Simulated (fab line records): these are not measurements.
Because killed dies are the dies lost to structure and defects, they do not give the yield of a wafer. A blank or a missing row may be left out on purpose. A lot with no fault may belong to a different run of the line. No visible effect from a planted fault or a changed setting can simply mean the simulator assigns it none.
Which tool did it? | flow berkeley cmos170 | Sampling: 16 lots, 47 wafers, 2 of 331 route steps

== WHAT THE GAUGES READ, wafer by wafer ==
UCB170_PWELL_TW_MEAS_17. Usual: for PWELL_TW the level is 382.9 and the standard deviation is 2.8.
lot  | measured    | on            | PWELL_TW          | flag
L864 | day 3 11:13 | film metro-04 | 380.1 377.6 379.2 |
L867 | day 4 01:04 | film metro-04 | 377.0 376.4 378.4 |
L866 | day 4 01:19 | film metro-01 | 385.3 385.3 382.8 |
L869 | day 4 09:41 | film metro-01 | 385.0 382.0 385.0 |
L868 | day 4 09:55 | film metro-01 | 384.9 384.4 386.4 |
L870 | day 4 10:04 | film metro-01 | 385.6 384.0 386.2 |
L872 | day 5 00:28 | film metro-02 | 383.4 382.4 385.2 |
L873 | day 5 08:32 | film metro-01 | 382.9 383.8 382.4 |
L875 | day 5 12:17 | film metro-04 | 382.0 380.9 381.6 |
L874 | day 5 12:54 | film metro-02 | 381.5 380.9 383.3 |
L877 | day 5 20:58 | film metro-01 | 382.5 384.3 386.3 |
L878 | day 6 17:22 | film metro-01 | 385.3 386.1       |
L879 | day 7 01:14 | film metro-04 | 376.4 379.7 377.6 |
L880 | day 7 01:28 | film metro-01 | 386.5 384.9 383.6 |
L882 | day 7 09:52 | film metro-01 | 384.6 384.2 385.4 |
L884 | day 8 00:52 | film metro-01 | 379.3 381.0 381.7 |

UCB170_NSD_TW_MEAS_10. Usual: for NSD_TW the level is 4208 and the standard deviation is 45.
lot  | measured     | on            | NSD_TW         | flag
L864 | day 8 06:19  | film metro-02 | 4267 4241 4251 |
L867 | day 8 15:28  | film metro-02 | 4270 4262 4237 |
L866 | day 8 15:44  | film metro-04 | 4209 4198 4186 |
L869 | day 9 09:31  | film metro-03 | 4192 4186 4201 |
L868 | day 9 09:39  | film metro-02 | 4239 4242 4254 |
L870 | day 9 09:22  | film metro-03 | 4193 4165 4178 |
L872 | day 9 18:51  | film metro-02 | 4257 4264 4249 |
L873 | day 10 08:23 | film metro-03 | 4184 4170 4187 |
L875 | day 10 08:13 | film metro-02 | 4288 4295 4256 |
L874 | day 10 07:41 | film metro-02 | 4272 4276 4268 |
L877 | day 10 20:10 | film metro-03 | 4192 4199 4199 |
L878 | day 11 10:34 | film metro-03 | 4182 4148      |
L879 | day 11 20:43 | film metro-04 | 4134 4156 4140 |
L880 | day 11 20:55 | film metro-02 | 4244 4252 4252 |
L882 | day 12 01:36 | film metro-04 | 4159 4146 4181 |
L884 | day 12 11:58 | film metro-04 | 4164 4165 4174 |

== WHAT TOOL EACH LOT RAN ON (gives the tool, then ch and the chambers of the sampled wafers, and finally the start) ==
There is no process step in the record ahead of these readings.

== AS READ BY THE TOOLS THEMSELVES (means over the sampled wafers that have a number; for cases with no such wafer, the mark the record gives instead) ==
The record holds no such reading with a usual standard deviation.

== THE ANSWER, worked out from the rows above alone ==
Rule: lot off if the mean of its wafers having a number is beyond 3 standard deviations from the usual mean. A lot without any number at a reading at which 4 lots or more have one is off too. All remaining lots with rows at the step are treated as sound. After the gauges, taken in route order, come the tools' own readings; for these a lot's mean is taken, as printed above. At the first step where some lot is off, the reading lying furthest off is the one used; lots without a number count as furthest.
No lot is off on any of the readings shown, so nothing can be concluded from this.

== WHAT THE SIMULATOR HAD PUT IN ==
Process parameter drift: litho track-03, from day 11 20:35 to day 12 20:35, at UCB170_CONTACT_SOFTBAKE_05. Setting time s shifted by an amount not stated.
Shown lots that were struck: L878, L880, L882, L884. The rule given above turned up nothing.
